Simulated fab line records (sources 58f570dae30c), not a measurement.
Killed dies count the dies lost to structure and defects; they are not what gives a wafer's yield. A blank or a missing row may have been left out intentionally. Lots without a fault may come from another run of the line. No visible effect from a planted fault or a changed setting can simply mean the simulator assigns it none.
Chamber matching / flow berkeley cmos170 / UCB170_V1_CMP_02 on cmp-01: 4 sister chambers
The step polishes SiO2. 4 wafers are shown with their chamber, then 9 later ones without.

WAFERS WITH THEIR CHAMBER
wafer=L581.2; chamber=0; motor current A (A)=14.7
wafer=L587.4; chamber=1; motor current A (A)=16.9
wafer=L587.5; chamber=2; motor current A (A)=17.3
wafer=L587.6; chamber=3; motor current A (A)=17.5

WAFERS WITH NO CHAMBER GIVEN
wafer=L589.2; motor current A (A)=17.8
wafer=L589.3; motor current A (A)=14.9
wafer=L589.5; motor current A (A)=18.0
wafer=L588.3; motor current A (A)=17.4
wafer=L588.5; motor current A (A)=16.3
wafer=L588.6; motor current A (A)=17.2
wafer=L593.1; motor current A (A)=16.6
wafer=L593.5; motor current A (A)=15.2
wafer=L593.6; motor current A (A)=17.6

THE CHAMBER EACH PASSED THROUGH
wafer=L589.2; from the rows above=can't be placed: 3 or 2 or 1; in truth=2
wafer=L589.3; from the rows above=0; in truth=0
wafer=L589.5; from the rows above=can't be placed: 3 or 2 or 1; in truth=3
wafer=L588.3; from the rows above=can't be placed: 2 or 3 or 1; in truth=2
wafer=L588.5; from the rows above=can't be placed: 1 or 2 or 3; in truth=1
wafer=L588.6; from the rows above=can't be placed: 2 or 1 or 3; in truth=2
wafer=L593.1; from the rows above=can't be placed: 1 or 2 or 3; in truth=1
wafer=L593.5; from the rows above=0; in truth=0
wafer=L593.6; from the rows above=can't be placed: 3 or 2 or 1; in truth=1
Correctly placed: 2 of 9. Can't be placed from these rows: 7 (the true chamber is among the candidates in 7). 0 placed wrongly.
How it was worked out, from the rows above alone: a wafer's distance from a chamber is the root of the sum, over the readings, of the square of ((its reading less the chamber's mean) divided by the reading's scatter). If the next closest chamber is less than 2 further off than the closest, the wafer can't be placed; otherwise it belongs to the closest. The mean given for a chamber averages the wafers shown for that chamber. The scatter (one wafer shown for each chamber): square how far every hidden wafer sits from the nearest shown wafer, average those squares and take the square root.
